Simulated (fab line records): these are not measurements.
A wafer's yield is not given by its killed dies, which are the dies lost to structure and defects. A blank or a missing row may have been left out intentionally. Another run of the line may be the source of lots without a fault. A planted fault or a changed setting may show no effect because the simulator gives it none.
Which of the tools did it? ; flow berkeley_cmos170 ; 14 lots, 42 wafers sampled, at 3 steps of a route of 331

## WHAT THE GAUGES READ, wafer by wafer
UCB170_PWELL_TW_MEAS_17.
lot;measured;on;PWELL_TW
L974;day 3 03:47;film_metro-02;380 379 378
L976;day 3 11:39;film_metro-01;379 380 379
L975;day 3 11:51;film_metro-01;382 381 381
L977;day 3 17:52;film_metro-02;379 381 379
L979;day 4 05:31;film_metro-01;380 377 377
L980;day 4 14:07;film_metro-02;379 381 380
L981;day 4 14:24;film_metro-04;383 384 387
L982;day 4 22:10;film_metro-02;380 379 380
L984;day 5 09:40;film_metro-01;383 385 383
L987;day 5 22:56;film_metro-04;386 384 385
L986;day 5 22:56;film_metro-02;377 378 376
L992;day 6 20:02;film_metro-04;386 383 386
L994;day 7 03:32;film_metro-02;335 332 333
L996;day 7 19:23;film_metro-01;335 336 334

UCB170_NVT_TW_MEAS_09.
lot;measured;on;NVT_TW
L974;day 5 13:22;film_metro-01;528 529 526
L976;day 6 09:21;film_metro-04;527 529 527
L975;day 6 09:18;film_metro-01;527 523 525
L977;day 6 09:35;film_metro-03;522 524 521
L979;day 7 02:09;film_metro-01;526 526 524
L980;day 7 01:59;film_metro-04;535 534 534
L981;day 7 02:16;film_metro-03;520 523 524
L982;day 7 08:27;film_metro-04;532 535 534
L984;day 7 18:01;film_metro-01;525 522 525
L987;day 8 14:10;film_metro-04;532 534 532
L986;day 8 13:54;film_metro-03;518 521 520
L992;day 9 07:05;film_metro-03;521 520 523
L994;day 9 17:36;film_metro-03;522 519 522
L996;day 10 11:34;film_metro-04;533 533 535

## WHAT TOOL EACH LOT RAN ON (gives the tool, then ch and the chambers of the sampled wafers, and finally the start)
lot;UCB170_PWELL_IMPLANT_15
L974;implanter-03 ch 0, day 3 03:32
L976;implanter-03 ch 0, day 3 11:25
L975;implanter-04 ch 0, day 3 11:36
L977;implanter-04 ch 0, day 3 17:37
L979;implanter-04 ch 0, day 4 05:17
L980;implanter-02 ch 0, day 4 13:52
L981;implanter-03 ch 0, day 4 14:09
L982;implanter-03 ch 0, day 4 21:56
L984;implanter-04 ch 0, day 5 09:25
L987;implanter-02 ch 0, day 5 22:41
L986;implanter-03 ch 0, day 5 22:41
L992;implanter-03 ch 0, day 6 19:49
L994;implanter-04 ch 0, day 7 03:17
L996;implanter-04 ch 0, day 7 19:10
- UCB170_PWELL_IMPLANT_15

## WHAT THE TOOLS THEMSELVES READ (means of the sampled wafers that have a number; where no wafer has one, the mark that the record gives instead)
UCB170_PWELL_IMPLANT_15.
lot;tool;dose_ions_cm2;end_station_pressure_torr (Torr);faraday_current_uA;tilt_deg (degrees)
L974;implanter-03;5.001e+12;5.04e-06;15.6;7.014
L976;implanter-03;4.992e+12;5.00e-06;16.2;6.983
L975;implanter-04;5.002e+12;5.06e-06;15.7;7.000
L977;implanter-04;4.992e+12;5.24e-06;16.4;7.007
L979;implanter-04;4.997e+12;4.94e-06;15.9;7.005
L980;implanter-02;5.000e+12;5.01e-06;15.9;6.971
L981;implanter-03;4.999e+12;5.26e-06;15.5;6.993
L982;implanter-03;5.006e+12;5.23e-06;15.8;6.998
L984;implanter-04;4.999e+12;5.24e-06;15.8;6.991
L987;implanter-02;4.995e+12;5.04e-06;16.0;7.028
L986;implanter-03;5.004e+12;4.89e-06;16.0;7.023
L992;implanter-03;4.995e+12;4.80e-06;15.8;7.023
L994;implanter-04;3.348e+12;5.05e-06;10.5;6.992
L996;implanter-04;3.348e+12;5.01e-06;10.6;6.998

## THE ANSWER, worked out from the rows above alone
Rule: the lots themselves supply what counts as usual. The widest of any qualifying gaps counts: lots, ordered by their means at a reading, are off when they make up no more than a third of the lots, leave a main group of 4 or more, and stand apart from it by 3 or more times the standard deviation of that group's means. If all means in a main group match to the digits the tables above print for the reading, that group is not used. Also off: a lot with no number at a reading for which 4 or more lots have one. The other lots that the step has rows for count as sound. The gauges are gone through in route order, then the tools' own readings, and for those a lot's mean is taken as printed above. At the first step where some lot is off, the reading lying furthest off is the one used; lots without a number count as furthest.
Off: at UCB170_PWELL_TW_MEAS_17 (PWELL_TW), L994, L996. Mean 381 and standard deviation 2.7 in the main group.
A tool fits if, at a process step before that reading, it ran every lot that is off, and no sound lot after the first of them. Not tried: the gauges at UCB170_PWELL_TW_MEAS_17; whatever is off there is also off at UCB170_PWELL_IMPLANT_15, on other tools, and gauge error can't account for it. One fits: implanter-04 at UCB170_PWELL_IMPLANT_15. A fault onset in the window from L984 (day 5 09:25, its last sound lot) to L994 (day 7 03:17, its first lot off) fits.
The tool's own readings at UCB170_PWELL_IMPLANT_15 bear it out: on the lots that are off they differ by more than 5 times the standard deviation of the sound lots' means. dose_ions_cm2 reads 3.348e+12 there against 4.998e+12 on the sound lots; faraday_current_uA reads 10.6 there against 15.9 on the sound lots.

## WHAT WAS PUT IN BY THE SIMULATOR
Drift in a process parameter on implanter-04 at UCB170_PWELL_IMPLANT_15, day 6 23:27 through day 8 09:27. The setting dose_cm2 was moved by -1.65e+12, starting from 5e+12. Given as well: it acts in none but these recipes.
Struck lots among those shown: L994, L996. The rule given above showed the same thing.
